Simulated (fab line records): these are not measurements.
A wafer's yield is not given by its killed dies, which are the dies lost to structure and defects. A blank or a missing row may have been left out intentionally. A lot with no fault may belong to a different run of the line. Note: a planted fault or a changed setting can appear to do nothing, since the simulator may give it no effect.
The tool behind it: which one? / flow ritCmos / 42 wafers from 14 lots sampled at 4 of the route's 202 steps

WHAT EACH GAUGE READ, for each wafer
RIT_FOX2_THK_MEAS_01. Usual: FOX2_OXIDE_THK 352 nm, standard deviation 5.9.
lot=L240; measured=day 1 18:29; on=filmMetro-03; FOX2_OXIDE_THK (nm)=346 345 356; flag=
lot=L241; measured=day 2 01:25; on=filmMetro-03; FOX2_OXIDE_THK (nm)=361 359 361; flag=
lot=L242; measured=day 2 06:53; on=filmMetro-04; FOX2_OXIDE_THK (nm)=350 359 357; flag=
lot=L243; measured=day 2 11:13; on=filmMetro-04; FOX2_OXIDE_THK (nm)=358 354 354; flag=
lot=L244; measured=day 2 17:25; on=filmMetro-04; FOX2_OXIDE_THK (nm)=344 347 350; flag=
lot=L246; measured=day 3 04:13; on=filmMetro-02; FOX2_OXIDE_THK (nm)=534 532 538; flag=OFF
lot=L247; measured=day 3 07:40; on=filmMetro-02; FOX2_OXIDE_THK (nm)=346 344 341; flag=
lot=L248; measured=day 3 12:46; on=filmMetro-04; FOX2_OXIDE_THK (nm)=359 363 362; flag=
lot=L249; measured=day 3 19:25; on=filmMetro-04; FOX2_OXIDE_THK (nm)=525 528 517; flag=OFF
lot=L257; measured=day 5 10:19; on=filmMetro-03; FOX2_OXIDE_THK (nm)=350 348 351; flag=
lot=L260; measured=day 6 00:59; on=filmMetro-02; FOX2_OXIDE_THK (nm)=351 353 357; flag=
lot=L261; measured=day 6 07:36; on=filmMetro-02; FOX2_OXIDE_THK (nm)=356 354 350; flag=
lot=L262; measured=day 6 10:25; on=filmMetro-04; FOX2_OXIDE_THK (nm)=348 345 346; flag=
lot=L263; measured=day 6 14:05; on=filmMetro-03; FOX2_OXIDE_THK (nm)=355 349 353; flag=

RIT_FOX2_THK_MEAS_90. Usual: FIELD_OXIDE_LEFT_1_THK 325 nm, standard deviation 6.
lot=L240; measured=day 1 19:22; on=filmMetro-04; FIELD_OXIDE_LEFT_1_THK (nm)=319 317 329; flag=
lot=L241; measured=day 2 02:17; on=filmMetro-03; FIELD_OXIDE_LEFT_1_THK (nm)=334 331 334; flag=
lot=L242; measured=day 2 07:45; on=filmMetro-04; FIELD_OXIDE_LEFT_1_THK (nm)=323 332 330; flag=
lot=L243; measured=day 2 12:10; on=filmMetro-04; FIELD_OXIDE_LEFT_1_THK (nm)=331 326 327; flag=
lot=L244; measured=day 2 18:18; on=filmMetro-03; FIELD_OXIDE_LEFT_1_THK (nm)=317 319 322; flag=
lot=L246; measured=day 3 05:05; on=filmMetro-03; FIELD_OXIDE_LEFT_1_THK (nm)=506 504 510; flag=OFF
lot=L247; measured=day 3 08:36; on=filmMetro-03; FIELD_OXIDE_LEFT_1_THK (nm)=318 316 313; flag=
lot=L248; measured=day 3 13:38; on=filmMetro-02; FIELD_OXIDE_LEFT_1_THK (nm)=331 335 335; flag=
lot=L249; measured=day 3 20:19; on=filmMetro-03; FIELD_OXIDE_LEFT_1_THK (nm)=498 502 490; flag=OFF
lot=L257; measured=day 5 11:16; on=filmMetro-02; FIELD_OXIDE_LEFT_1_THK (nm)=323 321 323; flag=
lot=L260; measured=day 6 01:52; on=filmMetro-04; FIELD_OXIDE_LEFT_1_THK (nm)=324 325 329; flag=
lot=L261; measured=day 6 08:29; on=filmMetro-02; FIELD_OXIDE_LEFT_1_THK (nm)=328 326 322; flag=
lot=L262; measured=day 6 11:17; on=filmMetro-02; FIELD_OXIDE_LEFT_1_THK (nm)=320 318 318; flag=
lot=L263; measured=day 6 14:58; on=filmMetro-02; FIELD_OXIDE_LEFT_1_THK (nm)=328 322 325; flag=

RIT_FOX2_THK_MEAS_91. Usual: FIELD_OXIDE_LEFT_2_THK 257 nm, standard deviation 5.8.
lot=L240; measured=day 2 08:11; on=filmMetro-03; FIELD_OXIDE_LEFT_2_THK (nm)=251 248 260; flag=
lot=L241; measured=day 2 14:57; on=filmMetro-02; FIELD_OXIDE_LEFT_2_THK (nm)=266 264 266; flag=
lot=L242; measured=day 2 20:43; on=filmMetro-02; FIELD_OXIDE_LEFT_2_THK (nm)=254 263 261; flag=
lot=L243; measured=day 3 01:55; on=filmMetro-03; FIELD_OXIDE_LEFT_2_THK (nm)=263 258 259; flag=
lot=L244; measured=day 3 07:01; on=filmMetro-02; FIELD_OXIDE_LEFT_2_THK (nm)=249 251 255; flag=
lot=L246; measured=day 3 19:01; on=filmMetro-03; FIELD_OXIDE_LEFT_2_THK (nm)=437 435 442; flag=OFF
lot=L247; measured=day 3 21:01; on=filmMetro-02; FIELD_OXIDE_LEFT_2_THK (nm)=251 248 246; flag=
lot=L248; measured=day 4 02:15; on=filmMetro-02; FIELD_OXIDE_LEFT_2_THK (nm)=263 267 267; flag=
lot=L249; measured=day 4 09:58; on=filmMetro-02; FIELD_OXIDE_LEFT_2_THK (nm)=429 432 421; flag=OFF
lot=L257; measured=day 5 23:56; on=filmMetro-03; FIELD_OXIDE_LEFT_2_THK (nm)=255 254 257; flag=
lot=L260; measured=day 6 15:26; on=filmMetro-02; FIELD_OXIDE_LEFT_2_THK (nm)=256 258 261; flag=
lot=L261; measured=day 6 21:13; on=filmMetro-04; FIELD_OXIDE_LEFT_2_THK (nm)=260 258 255; flag=
lot=L262; measured=day 7 00:00; on=filmMetro-03; FIELD_OXIDE_LEFT_2_THK (nm)=252 249 250; flag=
lot=L263; measured=day 7 03:39; on=filmMetro-03; FIELD_OXIDE_LEFT_2_THK (nm)=260 254 258; flag=

EACH LOT AND THE TOOL THAT RAN IT (in order: tool; ch and the chambers of the sampled wafers; start)
lot=L240; RIT_FOX2_OXIDATION_00=furnace-01 ch 0, day 1 17:10
lot=L241; RIT_FOX2_OXIDATION_00=furnace-01 ch 0, day 2 00:05
lot=L242; RIT_FOX2_OXIDATION_00=furnace-03 ch 0, day 2 05:34
lot=L243; RIT_FOX2_OXIDATION_00=furnace-03 ch 0, day 2 09:53
lot=L244; RIT_FOX2_OXIDATION_00=furnace-04 ch 0, day 2 16:06
lot=L246; RIT_FOX2_OXIDATION_00=furnace-03 ch 0, day 3 00:59 and furnace-01 ch 0, day 3 02:53
lot=L247; RIT_FOX2_OXIDATION_00=furnace-03 ch 0, day 3 06:20
lot=L248; RIT_FOX2_OXIDATION_00=furnace-01 ch 0, day 3 11:25
lot=L249; RIT_FOX2_OXIDATION_00=furnace-03 ch 0, day 3 15:55 and furnace-04 ch 0, day 3 17:28
lot=L257; RIT_FOX2_OXIDATION_00=furnace-03 ch 0, day 5 09:00
lot=L260; RIT_FOX2_OXIDATION_00=furnace-03 ch 0, day 5 23:41
lot=L261; RIT_FOX2_OXIDATION_00=furnace-04 ch 0, day 6 06:16
lot=L262; RIT_FOX2_OXIDATION_00=furnace-04 ch 0, day 6 09:05
lot=L263; RIT_FOX2_OXIDATION_00=furnace-01 ch 0, day 6 12:46
- RIT_FOX2_OXIDATION_00: target thk 350.7 nm, ox time 1130 s.

WHAT THE TOOLS THEMSELVES READ (means of the sampled wafers that have a number; where no wafer has one, the mark that the record gives instead)
The record holds no such reading with a usual standard deviation.

THE ANSWER, worked out from the rows above alone
Rule: a lot counts as off when the mean over its wafers that have a number is more than 3 standard deviations away from the usual mean. A lot without any number at a reading at which 4 lots or more have one is off too. Any other lot the step has rows for is counted as sound. The gauges are gone through in route order, then the tools' own readings, and for those a lot's mean is taken as printed above. The first step at which some lot is off is used, and at that step the reading that is off furthest; a lot without a number counts as furthest.
Off: L246, L249, seen at RIT_FOX2_THK_MEAS_01 (FOX2_OXIDE_THK).
If a tool, at a process step before that reading, ran all the lots that are off and no sound lot after the first of them, it fits. Not tried: the gauges at RIT_FOX2_THK_MEAS_01; whatever is off there is also off at RIT_FOX2_THK_MEAS_90, on other tools, and gauge error can't account for it. Of those tried, none fits.

WHAT HAD BEEN PUT IN BY THE SIMULATOR
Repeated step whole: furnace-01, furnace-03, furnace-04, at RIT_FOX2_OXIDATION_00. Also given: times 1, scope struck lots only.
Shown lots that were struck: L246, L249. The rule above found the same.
